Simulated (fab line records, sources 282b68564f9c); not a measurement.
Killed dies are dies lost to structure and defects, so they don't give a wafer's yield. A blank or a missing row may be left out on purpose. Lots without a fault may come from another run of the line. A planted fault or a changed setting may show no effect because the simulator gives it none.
One fault seen from 2 desks | flow rit_cmos | each desk has only its own numbers; what lay behind them comes last

THE METROLOGY DESK
What the gauges read, lot by lot, whatever tool the lot ran on: means of the sampled wafers that have a number. A lot is out of limits, marked OUT, if its mean lies more than 4 standard deviations from the usual mean; the brackets give that distance.
Columns: A = PLDD_OVL at RIT_PLDD_OVL_MEAS_06, usual -0.2 nm; B = PLDD_TW at RIT_PLDD_TW_MEAS_10, usual 2363; C = SPACER_NITRIDE_THK at RIT_SPACER_THK_MEAS_04, usual 248.2 nm; D = NSD_OVL at RIT_NSD_OVL_MEAS_06, usual -0.7 nm
lot  | first seen here | A    | B    | C     | D
L339 | day 4 06:37     | 1.5  | 2377 | 249.4 | -1.1
L341 | day 4 18:06     | -1.0 | 2363 | 247.4 | 1.6
L343 | day 4 23:47     | 0.3  | 2364 | 247.7 | 1.9
L345 | day 5 08:25     | 0.6  | 2361 | 247.0 | 0.4
L346 | day 5 12:24     | 2.7  | 2351 | 248.8 | 0.8
L355 | day 7 10:30     | -0.8 | 2365 | 246.2 | -0.9
L356 | day 7 17:17     | -0.1 | 2351 | 249.2 | -3.3
This desk's finding: nothing out of limits on any of the 7 lots.

THE TOOL OWNER'S DESK: litho_track-04
The tool's own readings at RIT_NSD_COAT_01 (resist thk 1000 nm): means of the sampled wafers that have a number, for each lot that ran on this tool. A lot is out of limits, marked OUT, if its mean lies more than 4 standard deviations from the usual mean; the brackets give that distance.
Columns: A = chill_plate_temp_C at RIT_NSD_COAT_01, usual 23.00 C; B = dispense_pressure_kPa at RIT_NSD_COAT_01, usual 49.4 kPa; C = exhaust_pa at RIT_NSD_COAT_01, usual 44.8 Pa; D = resist_line_temp_C at RIT_NSD_COAT_01, usual 23.00 C; E = spin_speed_rpm at RIT_NSD_COAT_01, usual 3249.8 rpm
lot  | first seen here | A     | B    | C    | D     | E
L341 | day 4 21:24     | 23.10 | 49.1 | 44.9 | 22.95 | 3247.1
L343 | day 5 03:02     | 22.99 | 49.0 | 45.2 | 22.97 | 3084.2 (-75) OUT
L345 | day 5 11:38     | 23.05 | 49.1 | 45.4 | 23.09 | 3084.0 (-75) OUT
L346 | day 5 15:37     | 23.11 | 49.1 | 43.5 | 23.01 | 3085.6 (-75) OUT
This desk's finding: out of limits on L343, L345, L346; first on L343, day 5 03:02 (spin_speed_rpm at RIT_NSD_COAT_01). In limits: L341.

PUT TOGETHER
The tool owner's desk could have raised an alarm at day 5 03:02, on L343, L345, L346.
The metrology desk saw nothing out of limits.
The metrology desk has L343, L345, L346 on record, within its limits.
Of the lots named, all ran RIT_NSD_COAT_01 on litho_track-04.

WHAT THE SIMULATOR HAD PUT IN
Process parameter drift: litho_track-04, from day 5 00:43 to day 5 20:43, at RIT_NSD_COAT_01. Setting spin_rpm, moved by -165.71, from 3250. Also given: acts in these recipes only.
Lots struck among those shown: L343, L345, L346.
Hours from the fault's start to each desk's first reading out of limits: the tool owner's desk, 2.
